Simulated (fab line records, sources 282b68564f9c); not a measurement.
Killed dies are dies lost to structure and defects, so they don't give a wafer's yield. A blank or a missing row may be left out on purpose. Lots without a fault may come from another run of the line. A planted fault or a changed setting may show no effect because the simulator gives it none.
A struck lot beside a sound one | flow rit_cmos | 15 steps out of a route of 202
Sound: wafers L123.1, L123.3, L123.5. Struck: wafers L127.2, L127.4, L127.6. The cause comes at the end.
At each step with rows: each side's tool, then ch and its chambers, then its first start. Under that, the readings that differ: sound wafers | struck wafers | difference of the means | sigmas: that difference in standard deviations of wafers without a fault.
alike: readings whose means differ by less than 2 such deviations, and words and numbers that are the same on both sides. not compared: withheld readings, readings that some wafer has no value for, bounds like >300 that may hide the same value, and numbers for which the record gives no deviation and whose values overlap.
The two part at a step that has a row with sigmas, a row that says differs or no value, or rows on one side only. Numbers that don't overlap but have no deviation are shown without sigmas and don't part them. A reading that every wafer of one side lacks parts them only if that side has two wafers or more.

RIT_SILICIDE_RTA_06: time 10 s, ramp up 5 s, ramp down 10 s.
  sound on rtp_anneal-01 ch 0, day 6 07:52; struck on rtp_anneal-01 ch 0, day 6 17:08
  alike: wafer_temp_C_max
RIT_CONTACT_CVD_00: deposits SiO2 from TEOS, target thk 400 nm, time 61 s.
  sound on pecvd-03 ch 0,2, day 6 07:56; struck on pecvd-04 ch 1,2, day 6 17:12
  alike: heater_power_w
RIT_CONTACT_THK_MEAS_01:
  sound on film_metro-03, day 6 07:59; struck on film_metro-04, day 6 17:16
  alike: CONTACT_TEOS_THK
then, 6 steps without rows for these wafers: RIT_CONTACT_HMDS_02 (prime time 60 s); RIT_CONTACT_COAT_03 (resist thk 1000 nm); RIT_CONTACT_SOFTBAKE_04 (time 60 s); RIT_CONTACT_EXPOSE_05 (exposes mask M11, target cd 1000 nm); RIT_CONTACT_PEB_06; RIT_CONTACT_DEVELOP_07 (develop time 120 s).
RIT_CONTACT_CD_MEAS_08: target cd 1000 nm.
  sound on cd_sem-01, day 6 09:27; struck on cd_sem-02, day 6 18:49
  alike: cd_nm
RIT_CONTACT_OVL_MEAS_09:
  sound on overlay-02, day 6 09:34; struck on overlay-01, day 6 18:55
  alike: CONTACT_OVL
then, 1 step without rows for these wafers: RIT_CONTACT_HARDBAKE_10 (time 60 s).
RIT_CONTACT_ETCH_11: etches SiO2 in CHF3/CF4/Ar, stops on TiSi2, target depth 480 nm, time 320 s.
  sound on rie_diel-02 ch 0,1,2, day 6 09:46; struck on rie_diel-02 ch 0,1, day 6 19:06
  reading                                      | sound             | struck            | difference | sigmas
  run_length_s (s)                             | 348.6 348.3 348.8 | 476.9 476.5 476.8 | +128.2     | +99 or more
  model.NOVOLAK_of_CONTACT_COAT_03.thk_nm (nm) | 772.4 764.9 772.9 | 728.5 721 728.6   | -44.0      |
  alike: CHF3_flow_sccm, drypump_motor_current_A, oes_product_au, throttle_valve_pct
  not compared: rf_hours_counter_h
RIT_CONTACT_STRIP_12: strips in O2, time 180 s.
  sound on plasma_asher-04 ch 0,1, day 6 09:57; struck on plasma_asher-03 ch 0,1, day 6 19:18
  alike: drypump_motor_current_A
  not compared: rf_hours_counter_h
RIT_M1_PROBE_99:
  sound on prober-02, day 6 15:52; struck on prober-02, day 7 00:44
  reading             | sound | struck  | difference | sigmas
  killed_at_front_end | 5 4 4 | 11 14 7 | +6         | +2
  killed_dies         | 5 4 4 | 11 14 7 | +6         | +2
  alike: killed_open, killed_short

WHERE THEY PART
First at RIT_CONTACT_ETCH_11; last, within this record, at RIT_M1_PROBE_99.

WHY: what the simulator had put in
Process parameter drift: rie_diel-02, from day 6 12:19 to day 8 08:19, at RIT_CONTACT_ETCH_11. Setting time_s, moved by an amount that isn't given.
